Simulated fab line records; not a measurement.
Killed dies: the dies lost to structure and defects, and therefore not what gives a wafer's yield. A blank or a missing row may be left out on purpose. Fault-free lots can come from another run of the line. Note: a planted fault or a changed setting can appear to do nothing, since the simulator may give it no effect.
8D (eight disciplines) problem report, filled in by code + flow rit_cmos + the parts of the form that need people (team, actions taken, sign-off) are left out

## 1. WHAT WENT WRONG
Mean of wafer_temp_C_max at RIT_SILICIDE_RTA_04: 722.3 across 6 wafers in 2 lots; on wafers with no fault it is 653.0 (standard deviation 0.77). Measured from the usual mean, that is +90 standard deviations.
The step: time 10 s, ramp up 5 s, ramp down 5 s.
First observed at day 6 00:22: wafer L780.1, on rtp_anneal-02. The record has a number at this step for 18 wafers belonging to 6 lots. Rule for "out", or "out of limits": more than 4 standard deviations from the usual mean. The rest of the wafers with a number are treated as sound.

## 2. WHAT IT IS; WHAT IT IS NOT
| question                    | is                     | is not                                                             |
|-----------------------------|------------------------|--------------------------------------------------------------------|
| which readings at this step | wafer_temp_C_max       | -                                                                  |
| which lots                  | L780, L782             | L769, L776, L779, L787                                             |
| which wafers of those lots  | all that have a number | -                                                                  |
| read on which tools         | rtp_anneal-02          | rtp_anneal-01                                                      |
| when                        | from day 6 00:22       | up to then (9 sound wafers); but 3 sound wafers of L787 came after |

## 3. SUSPECTS, AND WHAT RULES EACH OUT
Counting: a tool at any process step up to the reading remains a suspect when it ran all the lots that are out and ran no sound lot after the first of those.
- rtp_anneal-01 at RIT_SDANNEAL_RTA_03 (time 4.891 s): kept. It ran every lot that is out, first L780 (day 5 23:29), and no sound lot after that; its last sound lot up to then is L769 (day 3 19:11).
- pvd_sputter-04 at RIT_SILICIDE_SPUTTER_01 (material Ti, target thk 30 nm, time 240 s): kept. It ran every lot that is out, first L780 (day 6 00:02), and no sound lot after that; its last sound lot up to then is L776 (day 5 03:36).
- rtp_anneal-02 at RIT_SILICIDE_RTA_04 (time 10 s, ramp up 5 s, ramp down 5 s): kept. It ran every lot that is out, first L780 (day 6 00:22), and no sound lot after that; its last sound lot up to then is L769 (day 3 20:05). Its own readings are out on those wafers: wafer_temp_C_max.
Left after counting: rtp_anneal-01 at RIT_SDANNEAL_RTA_03, pvd_sputter-04 at RIT_SILICIDE_SPUTTER_01, rtp_anneal-02 at RIT_SILICIDE_RTA_04.

## 4. THE CAUSE (what the simulator had put in)
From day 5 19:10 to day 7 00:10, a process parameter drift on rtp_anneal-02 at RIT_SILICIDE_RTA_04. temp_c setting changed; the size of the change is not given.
Of the 3 suspects that counting leaves, this tool is one.

## 5. SEQUENCE OF EFFECTS, ordered by route
One row per reading whose mean, taken over the struck wafers that have a number, lies over 3 standard deviations from the usual. Only readings whose record carries a usual standard deviation are examined. hours: median over the lots of the time between each lot's start at the first step of this table that gives one and its start at this step. sigmas: the change, counted in usual standard deviations.
| hours | step                | reading          | usual | on struck wafers | change | sigmas |
|-------|---------------------|------------------|-------|------------------|--------|--------|
| 0     | RIT_SILICIDE_RTA_04 | wafer_temp_C_max | 653.0 | 722.3            | +69.3  | +90    |
Here are the process steps it includes:
- RIT_SILICIDE_RTA_04: time 10 s, ramp up 5 s, ramp down 5 s.

## 6. HOW IT WOULD HAVE BEEN CAUGHT EARLIER
The fault began at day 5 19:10; the first out-of-limits reading in this record came at day 6 00:22, 5 hours later.
